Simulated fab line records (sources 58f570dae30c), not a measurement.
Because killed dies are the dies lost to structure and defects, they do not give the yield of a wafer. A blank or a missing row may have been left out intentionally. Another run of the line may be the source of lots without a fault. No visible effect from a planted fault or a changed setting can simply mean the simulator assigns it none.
Which of the tools did it?	flow berkeley cmos170	39 wafers from 13 lots sampled at 2 of the route's 331 steps

WHAT THE GAUGES READ, wafer by wafer
UCB170_PLDD_CD_MEAS_06: the cd target is 1200 nm.
lot	measured	on	cd nm (nm)
L793	day 7 05:14	cd sem-01	1202.0 1202.0 1199.8
L792	day 7 05:19	cd sem-02	1200.4 1200.3 1200.9
L794	day 7 12:25	cd sem-01	1198.9 1200.5 1198.0
L795	day 8 02:37	cd sem-02	1199.7 1200.1 1199.5
L797	day 8 02:55	cd sem-02	1210.6 1211.7 1212.2
L803	day 9 00:11	cd sem-01	1210.0 1208.5 1210.6
L802	day 9 00:26	cd sem-01	1208.7 1209.2 1209.3
L801	day 9 00:43	cd sem-02	1199.1 1200.2 1200.1
L800	day 9 00:59	cd sem-01	1205.1 1205.8 1205.3
L805	day 9 07:28	cd sem-02	1202.3 1202.4 1202.1
L806	day 10 00:09	cd sem-01	1201.6 1201.2 1200.5
L810	day 10 10:14	cd sem-01	1199.8 1199.4 1199.2
L813	day 11 10:58	cd sem-02	1201.4 1201.8 1201.9

TOOL THAT RAN EACH LOT (tool first, then ch and the chambers of the sampled wafers, then the start)
lot	UCB170_PLDD_EXPOSE_03
L793	krf scanner-01 ch 0, day 7 04:19
L792	krf scanner-01 ch 0, day 7 04:23
L794	krf scanner-02 ch 0, day 7 12:02
L795	krf scanner-01 ch 0, day 8 01:32
L797	krf scanner-01 ch 0, day 8 02:04
L803	krf scanner-01 ch 0, day 8 23:40
L802	krf scanner-01 ch 0, day 8 23:54
L801	krf scanner-02 ch 0, day 9 00:17
L800	krf scanner-01 ch 0, day 9 00:35
L805	krf scanner-02 ch 0, day 9 07:04
L806	krf scanner-02 ch 0, day 9 23:46
L810	krf scanner-02 ch 0, day 10 09:26
L813	krf scanner-02 ch 0, day 11 10:35
- UCB170_PLDD_EXPOSE_03: exposes mask PSELECT, target cd 1200 nm.

WHAT THE TOOLS THEMSELVES READ (means of the sampled wafers that have a number; where no wafer has one, the mark that the record gives instead)
UCB170_PLDD_EXPOSE_03.
lot	tool	exposure dose mJ cm2
L793	krf scanner-01	30.038
L792	krf scanner-01	30.007
L794	krf scanner-02	30.009
L795	krf scanner-01	30.004
L797	krf scanner-01	31.922
L803	krf scanner-01	31.554
L802	krf scanner-01	31.502
L801	krf scanner-02	29.989
L800	krf scanner-01	30.965
L805	krf scanner-02	30.023
L806	krf scanner-02	29.994
L810	krf scanner-02	29.990
L813	krf scanner-02	29.999

THE ANSWER, worked out from the rows above alone
Rule: what is usual is taken from the lots themselves. The widest of any qualifying gaps counts: lots, ordered by their means at a reading, are off when they make up no more than a third of the lots, leave a main group of 4 or more, and stand apart from it by 3 or more times the standard deviation of that group's means. A main group whose means are all the same, to the digits that the tables above print for the reading, isn't used. A lot without any number at a reading at which 4 lots or more have one is off too. The other lots that the step has rows for count as sound. The gauges are gone through in route order, then the tools' own readings, and for those a lot's mean is taken as printed above. The first step at which some lot is off is used, and at that step the reading that is off furthest; a lot without a number counts as furthest.
Off: L797, L803, L802, L800, at UCB170_PLDD_CD_MEAS_06 (cd nm). Main group: mean 1200.6 nm, sd 1.
If a tool, at a process step before that reading, ran all the lots that are off and no sound lot after the first of them, it fits. The gauges at UCB170_PLDD_CD_MEAS_06 aren't tried: what is off there is off at UCB170_PLDD_EXPOSE_03 too, on other tools, and a gauge's error can't cause that. One fits: UCB170_PLDD_EXPOSE_03 on krf scanner-01. A fault onset in the window from L795 (day 8 01:32, its last sound lot) to L797 (day 8 02:04, its first lot off) fits.
The tool's own readings at UCB170_PLDD_EXPOSE_03 bear it out: on the lots that are off they differ by more than 5 times the standard deviation of the sound lots' means. exposure dose mJ cm2 reads 31.486 there against 30.006 on the sound lots.

WHAT THE SIMULATOR HAD PUT IN
Drift in process parameters on krf scanner-01 at UCB170_PLDD_EXPOSE_03, starting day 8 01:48. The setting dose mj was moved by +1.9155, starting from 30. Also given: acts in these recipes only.
Struck lots among those shown: L797, L803, L802, L800. The rule above found the same.
